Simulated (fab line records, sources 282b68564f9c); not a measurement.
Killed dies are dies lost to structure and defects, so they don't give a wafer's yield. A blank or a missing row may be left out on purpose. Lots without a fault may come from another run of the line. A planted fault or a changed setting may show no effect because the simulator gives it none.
A struck lot beside a sound one | flow rit_cmos | 21 steps out of a route of 202
Sound: wafers L534.1, L534.2, L534.6. Struck: wafers L542.2, L542.4, L542.5. The cause comes at the end.
At each step with rows: each side's tool, then ch and its chambers, then its first start. Under that, the readings that differ: sound wafers | struck wafers | difference of the means | sigmas: that difference in standard deviations of wafers without a fault.
alike: readings whose means differ by less than 2 such deviations, and words and numbers that are the same on both sides. not compared: withheld readings, readings that some wafer has no value for, bounds like >300 that may hide the same value, and numbers for which the record gives no deviation and whose values overlap.
The two part at a step that has a row with sigmas, a row that says differs or no value, or rows on one side only. Numbers that don't overlap but have no deviation are shown without sigmas and don't part them. A reading that every wafer of one side lacks parts them only if that side has two wafers or more.

first, 4 steps without rows for these wafers: RIT_NWELL_SOFTBAKE_02 (time 60 s); RIT_NWELL_EXPOSE_03 (exposes mask M2, target cd 43900 nm); RIT_NWELL_PEB_04; RIT_NWELL_DEVELOP_05 (develop time 68 s).
RIT_NWELL_OVL_MEAS_06:
  sound on overlay-01, day 2 17:27; struck on overlay-01, day 4 08:11
  alike: NWELL_OVL
then, 2 steps without rows for these wafers: RIT_NWELL_HARDBAKE_07 (time 120 s); RIT_NWELL_IMPLANT_08.
RIT_NWELL_STRIP_09: strips in O2, time 180 s.
  sound on plasma_asher-03 ch 0,1, day 2 17:53; struck on plasma_asher-02 ch 0,1, day 4 08:37
  alike: drypump_motor_current_A
  not compared: rf_hours_counter_h
RIT_NWELL_TW_MEAS_10:
  sound on film_metro-04, day 2 18:04; struck on film_metro-02, day 4 08:49
  alike: NWELL_TW
then, 3 steps without rows for these wafers: RIT_PWELL_HMDS_00 (prime time 60 s); RIT_PWELL_COAT_01 (resist thk 1300 nm); RIT_PWELL_SOFTBAKE_02 (time 60 s).
RIT_PWELL_EXPOSE_03: exposes mask M3, target cd 43700 nm.
  sound on iline_stepper-01 ch 0, day 2 18:38; struck on iline_stepper-02 ch 0, day 4 09:20
  reading | sound          | struck         | difference | sigmas
  mask    | M3#0 M3#0 M3#0 | M2#0 M2#0 M2#0 | differs    |
then, 2 steps without rows for these wafers: RIT_PWELL_PEB_04; RIT_PWELL_DEVELOP_05 (develop time 68 s).
RIT_PWELL_OVL_MEAS_06:
  sound on overlay-01, day 2 19:06; struck on overlay-02, day 4 09:45
  reading        | sound         | struck | difference                    | sigmas
  PWELL_OVL (nm) | 0.1 -0.2 -0.1 | - - -  | no value on the struck wafers |
then, 2 steps without rows for these wafers: RIT_PWELL_HARDBAKE_07 (time 120 s); RIT_PWELL_IMPLANT_08.
RIT_PWELL_STRIP_09: strips in O2, time 180 s.
  sound on plasma_asher-04 ch 0,1, day 2 19:32; struck on plasma_asher-04 ch 0,1, day 4 10:25
  alike: drypump_motor_current_A
  not compared: rf_hours_counter_h
RIT_PWELL_TW_MEAS_10:
  sound on film_metro-03, day 2 19:43; struck on film_metro-03, day 4 10:50
  reading  | sound       | struck   | difference | sigmas
  PWELL_TW | 958 955 957 | 30 30 30 | -927       | -99 or more
  not compared: hold
then, 1 step without rows for these wafers: RIT_M1_PROBE_99.

WHERE THEY PART
First at RIT_PWELL_EXPOSE_03; last, within this record, at RIT_PWELL_TW_MEAS_10.

WHY: what the simulator had put in
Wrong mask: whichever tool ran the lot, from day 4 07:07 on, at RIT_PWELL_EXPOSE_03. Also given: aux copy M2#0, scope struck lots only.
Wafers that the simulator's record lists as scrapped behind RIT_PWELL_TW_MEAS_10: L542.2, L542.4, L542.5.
